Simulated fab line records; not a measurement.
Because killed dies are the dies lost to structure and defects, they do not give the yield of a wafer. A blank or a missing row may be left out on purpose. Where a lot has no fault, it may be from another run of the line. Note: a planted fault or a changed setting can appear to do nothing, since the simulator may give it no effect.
Struck lot and sound lot, side by side ; flow rit_cmos ; 18 out of 202 route steps
Sound: wafers L443.1, L443.5, L443.6. The struck wafers were L437.1, L437.3, L437.4. At the end, the cause is stated.
At each step with rows: each side's tool, then ch and its chambers, then its first start. Under that, the readings that differ: sound wafers ; struck wafers ; difference of the means ; sigmas: that difference in standard deviations of wafers without a fault.
alike: same words and numbers on both sides, and readings whose means sit less than 2 such deviations apart. not compared: any withheld reading, any reading some wafer has no value for, any bound like >300 that may hide the same value, and any number with overlapping values for which the record gives no deviation.
Wherever a step has rows on one side only, a row that says differs or no value, or a row with sigmas, the two part there. Non-overlapping numbers with no deviation appear without sigmas and do not part them. Lack of a reading on every wafer of one side parts them only where that side has two or more wafers.

first, 4 steps without rows for these wafers: RIT_NWELL_SOFTBAKE_02 (time 60 s); RIT_NWELL_EXPOSE_03 (exposes mask M2, target cd 43900 nm); RIT_NWELL_PEB_04; RIT_NWELL_DEVELOP_05 (develop time 68 s).
RIT_NWELL_OVL_MEAS_06:
  sound on overlay-01 at day 6 05:56; struck on overlay-02 at day 5 03:08
reading;sound;struck;difference;sigmas
NWELL_OVL (nm);-1.9 -1.9 -1.5;2.5 0.9 2.2;+3.6;+3
then, 2 steps without rows for these wafers: RIT_NWELL_HARDBAKE_07 (time 120 s); RIT_NWELL_IMPLANT_08.
RIT_NWELL_STRIP_09: strips in O2, time 180 s.
  sound on plasma_asher-02 ch 0,1, day 6 06:22; struck on plasma_asher-02 ch 0,1, day 5 03:34
  alike: drypump_motor_current_A
  not compared: rf_hours_counter_h
RIT_NWELL_TW_MEAS_10:
  sound on film_metro-02 at day 6 06:32; struck on film_metro-01 at day 5 03:44
  alike: NWELL_TW
then, 3 steps without rows for these wafers: RIT_PWELL_HMDS_00 (prime time 60 s); RIT_PWELL_COAT_01 (resist thk 1300 nm); RIT_PWELL_SOFTBAKE_02 (time 60 s).
RIT_PWELL_EXPOSE_03: exposes mask M3, target cd 43700 nm.
  sound on iline_stepper-01 ch 0, day 6 07:03; struck on iline_stepper-02 ch 0, day 5 04:15
reading;sound;struck;difference;sigmas
model.PWELL.overlay_x_nm (nm);-0.4073 -0.4073 -0.4073;360.4 360.4 360.4;+360.8;
  alike: mask
then, 2 steps without rows for these wafers: RIT_PWELL_PEB_04; RIT_PWELL_DEVELOP_05 (develop time 68 s).
RIT_PWELL_OVL_MEAS_06:
  sound on overlay-01 at day 6 07:29; struck on overlay-01 at day 5 04:41
reading;sound;struck;difference;sigmas
PWELL_OVL (nm);-1.4 -0.2 -2.9;360.9 362.6 360.6;+362.9;+99 or more
then, 1 step without rows for these wafers: RIT_PWELL_HARDBAKE_07 (time 120 s).
RIT_M1_PROBE_99:
  sound on prober-01 at day 7 20:10; struck on prober-01 at day 6 18:05
reading;sound;struck;difference;sigmas
killed_at_front_end;7 10 9;20 20 15;+10;+3
killed_dies;7 10 9;20 20 15;+10;+3
killed_open;2 4 4;14 10 7;+7;+4
model.etest.well_edge_left.line_ohm_um;182.8 183.4 182.2;218.1 219.4 220;+36.4;
model.etest.well_edge_right.line_ohm_um;182.6 182.1 179.4;164.9 162.1 161.8;-18.4;
model.etest.iso_nwell_nwell.bv_v (V);21.92 21.56 21.86;19.91 19.74 20.11;-1.86;
  alike: killed_at_contacts, killed_short
  not compared: model.etest.iso_nplus_nwell.lateral_log10_a_um

== WHERE THEY PART ==
Earliest at RIT_NWELL_OVL_MEAS_06; latest, in this record, at RIT_M1_PROBE_99.

WHY: what the simulator had put in
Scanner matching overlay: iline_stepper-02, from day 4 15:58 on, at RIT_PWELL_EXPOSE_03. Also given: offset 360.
